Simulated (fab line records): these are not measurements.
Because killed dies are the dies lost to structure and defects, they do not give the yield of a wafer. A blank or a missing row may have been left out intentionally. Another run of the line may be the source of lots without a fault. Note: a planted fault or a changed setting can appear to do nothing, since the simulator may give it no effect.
Tool commonality check -- flow ritCmos -- Lots sampled 15, wafers sampled 45

== REASON FOR OPENING ==
At RIT_M1_RS_MEAS_01 the reading M1_AL_RS is flagged on 3 of 15 lots. Wafers without a fault read 0.0722 ohm/sq, standard deviation 0.0011.
Rule: a lot is flagged in two cases, either no wafer of it has a number, or all its wafers with numbers fall more than 4 standard deviations from that mean. The rest of the lots are taken to be sound.

lot,measured,on,"M1_AL_RS (ohm/sq), wafer by wafer",flag
L295,day 3 11:44,filmMetro-01,0.0733 0.0736 0.0735,
L296,day 3 18:22,filmMetro-02,0.0719 0.0706 0.0704,
L297,day 3 22:14,filmMetro-02,0.0361 0.0361 0.0360,FLAGGED
L298,day 4 04:53,filmMetro-01,0.0350 0.0350 0.0355,FLAGGED
L299,day 4 10:37,filmMetro-02,0.0730 0.0735 0.0737,
L300,day 4 12:32,filmMetro-03,0.0364 0.0354 0.0353,FLAGGED
L309,day 6 09:38,filmMetro-03,0.0734 0.0728 0.0727,
L310,day 6 18:17,filmMetro-01,0.0707 0.0716 0.0712,
L311,day 6 20:47,filmMetro-03,0.0714 0.0695 0.0716,
L312,day 6 23:59,filmMetro-02,0.0718 0.0719 0.0716,
L313,day 7 06:56,filmMetro-01,0.0723 0.0730 0.0711,
L314,day 7 23:20,filmMetro-02,0.0712 0.0713 0.0708,
L315,day 8 05:26,filmMetro-01,0.0736 0.0717 0.0717,
L317,day 8 07:22,filmMetro-02,0.0725 0.0744 0.0728,
L318,day 8 15:35,filmMetro-03,0.0727 0.0735 0.0740,
The mean of the flagged lots' numbers is 0.0356 ohm/sq, -0.0366 ohm/sq from the usual (-33 standard deviations).

== WHICH TOOL RAN EACH LOT ==
The record keeps 1 process step preceding the reading, out of 202 steps on the route. In each cell: the tool, then ch and the chambers that the sampled wafers went through, then the start.
lot,flag,RIT_M1_SPUTTER_00
L295,,"pvdSputter-04, day 3 11:26"
L296,,"pvdSputter-03, day 3 18:04"
L297,FLAGGED,"pvdSputter-04, day 3 21:28"
L298,FLAGGED,"pvdSputter-03, day 4 04:07"
L299,,"pvdSputter-02, day 4 10:17"
L300,FLAGGED,"pvdSputter-03, day 4 11:39"
L309,,"pvdSputter-04, day 6 09:20"
L310,,"pvdSputter-03, day 6 17:57"
L311,,"pvdSputter-04, day 6 20:29"
L312,,"pvdSputter-03, day 6 23:40"
L313,,"pvdSputter-04, day 7 06:38"
L314,,"pvdSputter-03, day 7 23:02"
L315,,"pvdSputter-03, day 8 05:08"
L317,,"pvdSputter-02, day 8 07:03"
L318,,"pvdSputter-03, day 8 15:17"
What is done by these steps:
- RIT_M1_SPUTTER_00: material Al, target thk 400 nm, time 508 s.
- RIT_M1_RS_MEAS_01: measures by four-point-probe.

== FLAGGED OVER TOTAL, TOOL BY TOOL (the gauges that took the reading come last) ==
step,tool,lots run,flagged,share of the flagged lots,sound lots run after its first flagged lot
RIT_M1_SPUTTER_00,pvdSputter-02,2,0,none,-
RIT_M1_SPUTTER_00,pvdSputter-03,8,2,some,"5 (L310,L312,L314,L315,L318)"
RIT_M1_SPUTTER_00,pvdSputter-04,5,1,some,"3 (L309,L311,L313)"
RIT_M1_RS_MEAS_01,filmMetro-01,5,1,some,"3 (L310,L313,L315)"
RIT_M1_RS_MEAS_01,filmMetro-02,6,1,some,"4 (L299,L312,L314,L317)"
RIT_M1_RS_MEAS_01,filmMetro-03,4,1,some,"3 (L309,L311,L318)"

== WHAT THE TABLE PERMITS ==
No row of the table ran every flagged lot.

== WHAT WAS PUT IN BY THE SIMULATOR ==
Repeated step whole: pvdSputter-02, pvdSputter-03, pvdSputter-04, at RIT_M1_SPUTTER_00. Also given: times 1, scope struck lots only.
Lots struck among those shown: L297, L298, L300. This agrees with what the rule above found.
